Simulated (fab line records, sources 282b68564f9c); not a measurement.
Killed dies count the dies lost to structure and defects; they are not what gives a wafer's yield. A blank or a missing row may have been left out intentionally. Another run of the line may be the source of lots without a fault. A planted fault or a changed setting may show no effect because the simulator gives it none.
2 desks, one fault	flow rit-cmos	what lay behind the numbers comes last; until then each desk has only its own

## AT THE TOOL OWNER'S DESK: implanter-03
RIT_NLDD_IMPLANT_08, tool's own readings: per-lot mean of the sampled wafers with a number, covering each lot this tool ran. A lot is out of limits, marked OUT, if its mean lies more than 4 standard deviations from the usual mean; the brackets give that distance.
Columns: A = beam-energy-keV at RIT_NLDD_IMPLANT_08, usual 20.000; B = end-station-pressure-torr at RIT_NLDD_IMPLANT_08, usual 6.3e-06 Torr
lot	first seen here	A	B
L856	day 3 07:10	20.003	6.4e-06
L860	day 4 00:03	20.008	6.2e-06
L861	day 4 03:05	20.004	6.2e-06
L868	day 5 14:24	20.192 (+31) OUT	6.1e-06
L869	day 6 04:05	20.190 (+31) OUT	6.3e-06
L870	day 6 17:35	20.192 (+31) OUT	6.6e-06
Finding of this desk: L868, L869, L870 out of limits; the first was L868 at day 5 14:24, on beam-energy-keV at RIT_NLDD_IMPLANT_08. In limits: L856, L860, L861.

## METROLOGY DESK
Lot by lot, what the gauges showed, no matter which tool ran the lot: averages of those sampled wafers that carry a number. A lot is out of limits, marked OUT, if its mean lies more than 4 standard deviations from the usual mean; the brackets give that distance.
Columns: A = NWELL_TW at RIT_NWELL_TW_MEAS_10, usual 2121; B = PLDD_TW at RIT_PLDD_TW_MEAS_10, usual 2334; C = M1_AL_RS at RIT_M1_RS_MEAS_01, usual 0.0737 ohm/sq
lot	first seen here	A	B	C
L855	day 2 01:22	2101	2321	0.0735
L856	day 2 07:11	2099	2322	0.0728
L857	day 2 13:16	2135	2321	0.0723
L859	day 2 22:23	2110	2340	0.0721
L860	day 3 01:58	2103	2366	0.0730
L861	day 3 04:38	2131	2325	0.0755
L862	day 3 09:32	2111	2318	0.0728
L868	day 4 14:45	2109	2356	0.0743
L869	day 4 21:06	2114	2345	0.0746
L870	day 5 03:31	2140	2365	0.0728
L873	day 5 16:38	2120	2347	0.0743
L875	day 6 12:14	2133	2325	0.0742
L876	day 6 16:35	2124	2325	0.0753
L877	day 6 16:49	2142	2326	0.0741
L878	day 7 01:36	2108	2356	0.0735
This desk's verdict: no lot among the 15 shows anything out of limits.

## PUT TOGETHER
An alarm could have come from the tool owner's desk at day 5 14:24, on L868, L869, L870.
From the metrology desk's view, nothing was out of limits.
The metrology desk has L868, L869, L870 on record, within its limits.
On implanter-03, each named lot ran RIT_NLDD_IMPLANT_08.

## WHAT THE SIMULATOR PUT IN
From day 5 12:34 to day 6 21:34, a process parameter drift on implanter-03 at RIT_NLDD_IMPLANT_08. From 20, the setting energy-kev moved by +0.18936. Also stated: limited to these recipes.
Struck lots among those shown: L868, L869, L870.
Delay in hours, fault start to first out-of-limits reading, by desk: the tool owner's desk at 2.
